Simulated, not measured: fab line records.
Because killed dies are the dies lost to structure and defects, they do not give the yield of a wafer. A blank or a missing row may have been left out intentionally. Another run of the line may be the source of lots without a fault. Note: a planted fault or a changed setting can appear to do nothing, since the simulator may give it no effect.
Problem report in the 8D (eight disciplines) form, filled by code | flow rit_cmos | the parts of the form that need people (team, actions taken, sign-off) are left out

## 1. THE PROBLEM
RIT_M1_CD_MEAS_90, cd_nm: mean 2585.9 nm on 2 wafers (1 lot); fault-free wafers 2599.3 nm, standard deviation 2.8. That is -4.8 standard deviations from the usual mean.
The step: target cd 2600 nm.
The first sign was on wafer L126.2 at day 5 17:29, on cd_sem-02. The record holds 39 wafers of 13 lots with a number at this step. The rule behind "out" and "out of limits": a value lying over 4 standard deviations away from the usual mean. The rest of the wafers with a number are treated as sound.

## 2. WHAT IT IS; WHAT IT IS NOT
question                    | is               | is not
which readings at this step | cd_nm            | -
which lots                  | L126             | L115, L116, L127, L128, L130, L131, L132, L133, L134, L135, L137, L138
which wafers of those lots  | L126.2, L126.3   | L126.4
read on which gauges        | cd_sem-02        | cd_sem-01
when                        | from day 5 17:29 | up to then (7 sound wafers); but 30 sound wafers of L127, L128, L130, L131, L132, L133, L134, L135, L137, L138 came after

## 3. SUSPECTS, AND WHAT RULES EACH OUT
Counting: a tool at a process step up to the reading stays a suspect if it ran every lot that is out. Sound lots after the first of them don't rule it out here, since some wafers of a struck lot are sound.
- ruled out: the gauge at RIT_M1_CD_MEAS_90. All the wafers that are out were read on cd_sem-02, but those of them that RIT_M1_METAL_ETCH_12 has rows for are out there too, on other tools.
- plasma_asher-04 at RIT_PSD_STRIP_09 (strips in O2, time 180 s): kept. L126, the lot that is out, went through it at day 5 10:53; up to then, the latest sound lot through it was L116 at day 3 09:55.
- rtp_anneal-02 at RIT_SILICIDE_RTA_04 (time 9.618 s, ramp up 5 s, ramp down 5 s): kept. L126, the lot that is out, went through it at day 5 12:22; up to then, the latest sound lot through it was L116 at day 3 11:35.
- rie_metal-02 at RIT_M1_METAL_ETCH_12 (etches Al in Cl2/BCl3, stops on SiO2, time 165 s, target depth 600 nm): kept. It ran the lot that is out, L126 (day 5 16:53). Its own readings are out on those wafers: oes_product_au.
- At RIT_M1_METAL_ETCH_12 on rie_metal-02, chamber 0 took the sound wafers of the same lots and chamber 1 took the wafers that are out.
The count leaves plasma_asher-04 at RIT_PSD_STRIP_09, rtp_anneal-02 at RIT_SILICIDE_RTA_04, and rie_metal-02 at RIT_M1_METAL_ETCH_12.

## 4. THE CAUSE (what the simulator had put in)
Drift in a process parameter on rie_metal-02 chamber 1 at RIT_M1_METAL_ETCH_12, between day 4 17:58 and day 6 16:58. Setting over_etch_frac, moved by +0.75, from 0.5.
Of the 3 suspects that counting leaves, this tool is one.

## 5. THE CHAIN OF EFFECTS, in route order
Rows list readings where the struck wafers' mean (over those with a number) sits beyond 3 standard deviations from the usual. Only readings for which the record gives a usual standard deviation are gone through. hours: the time from each lot's start at the first step in this table that gives one to its start at this step, as a median over the lots. sigmas: the change in usual standard deviations.
hours | step                 | reading        | usual      | on struck wafers | change | sigmas
0     | RIT_M1_METAL_ETCH_12 | oes_product_au | 0.769 a.u. | 0.626            | -0.143 | -14
1     | RIT_M1_CD_MEAS_90    | cd_nm          | 2599.3 nm  | 2585.9           | -13.4  | -4.8
It contains these process steps:
- RIT_M1_METAL_ETCH_12: etches Al in Cl2/BCl3, stops on SiO2, time 165 s, target depth 600 nm.

## 6. HOW IT WOULD HAVE BEEN CAUGHT EARLIER
The first out-of-limits reading at a measuring or inspecting step in this record came at day 5 17:29, 24 hours after the fault's start at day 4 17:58.
The tool's own readings at RIT_M1_METAL_ETCH_12 were out on every struck wafer that the step has a row for (oes_product_au): an alarm limit on them would have fired on the first of those.
All the lots that are out (1) had begun RIT_M1_METAL_ETCH_12 on rie_metal-02 by day 5 17:29. A hold on the tool at that time would have spared none of them.
